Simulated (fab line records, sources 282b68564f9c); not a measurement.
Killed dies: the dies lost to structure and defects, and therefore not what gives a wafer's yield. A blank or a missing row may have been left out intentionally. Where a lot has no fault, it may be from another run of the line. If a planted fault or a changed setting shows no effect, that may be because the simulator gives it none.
Comparing a struck lot with a sound one + flow rit cmos + 15 out of 202 route steps
Sound: wafers L326.1, L326.2, L326.5. Struck: wafer L337.3 (L337.1, L337.2, from the same lot, were not struck and are left out); the cause is given at the end.
At each step with rows: each side's tool, then ch and its chambers, then its first start. Under that, the readings that differ: sound wafers + struck wafers + difference of the means + sigmas: that difference in standard deviations of wafers without a fault.
alike: words and numbers the same on both sides, and readings whose means are apart by under 2 such deviations; not compared: readings that were withheld, readings missing a value for some wafer, numbers with overlapping values and no deviation given by the record, and bounds like >300 which may hide the same value.
A row with sigmas, a row that says differs or no value, or rows on one side alone: a step with any of these is where the two part. Numbers that don't overlap but have no deviation are shown without sigmas and don't part them. A reading that every wafer of one side lacks parts them only if that side has two wafers or more.

first, 1 step without rows for these wafers: RIT_ACTIVE_OXIDATION_01 (target thk 46.8 nm, ox time 3513 s).
RIT_ACTIVE_THK_MEAS_02:
  sound on film metro-01 at day 1 12:03; struck on film metro-02 at day 3 19:03
  alike: ACTIVE_OXIDE_THK
then, 1 step without rows for these wafers: RIT_ACTIVE_CVD_03 (deposits Si3N4 from SiH2Cl2/NH3, target thk 150 nm, time 1500 s).
RIT_ACTIVE_THK_MEAS_04:
  sound on film metro-01 at day 1 13:32; struck on film metro-02 at day 3 20:32
  alike: ACTIVE_NITRIDE_THK
then, 6 steps without rows for these wafers: RIT_ACTIVE_HMDS_05 (prime time 60 s); RIT_ACTIVE_COAT_06 (resist thk 1020 nm); RIT_ACTIVE_SOFTBAKE_07 (time 60 s); RIT_ACTIVE_EXPOSE_08 (exposes mask M1, target cd 1400 nm); RIT_ACTIVE_PEB_09; RIT_ACTIVE_DEVELOP_10 (develop time 50 s).
RIT_ACTIVE_CD_MEAS_11 targets a cd of 1400 nm.
  sound on cd sem-01 at day 1 14:34; struck on cd sem-02 at day 3 21:26
  alike: cd nm
then, 1 step without rows for these wafers: RIT_ACTIVE_HARDBAKE_12 (time 60 s).
RIT_ACTIVE_ETCH_13: etches Si3N4 in SF6, stops on SiO2, time 210 s, target depth 210 nm.
  sound on rie diel-01 ch 2,3, day 1 14:50; struck on rie diel-04 ch 2, day 3 21:54
| reading                                     | sound             | struck | difference | sigmas |
|---------------------------------------------|-------------------|--------|------------|--------|
| drypump motor current A (A)                 | 5.8 4.9 4.9       | 6.6    | +1.4       | +3     |
| rf fwd power W (W)                          | 124.2 124.6 124.2 | 105.1  | -19.2      | -48    |
| model.NOVOLAK_of_ACTIVE_COAT_06.thk nm (nm) | 673.9 664.7 666.3 | 709    | +41        |        |
  alike: oes product au, throttle valve pct
  not compared: rf hours counter h
RIT_ACTIVE_STRIP_14: strips in O2, time 180 s.
  sound on plasma asher-01 ch 0,1, day 1 14:58; struck on plasma asher-01 ch 0, day 3 22:02
  alike: drypump motor current A, rf refl power W
  not compared: rf hours counter h
RIT_M1_PROBE_99:
  sound on prober-01 at day 3 08:31; struck on prober-02 at day 5 17:55
  alike: killed at contacts, killed at front end, killed dies, killed open, killed short

== WHERE THEY PART ==
Within this record, at RIT_ACTIVE_ETCH_13 only. Later steps at which nothing parts them and some readings are alike: RIT_ACTIVE_STRIP_14, RIT_M1_PROBE_99.

WHY: what the simulator had put in
rie diel-04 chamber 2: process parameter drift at RIT_ACTIVE_ETCH_13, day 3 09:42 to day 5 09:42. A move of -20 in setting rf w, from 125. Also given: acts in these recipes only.
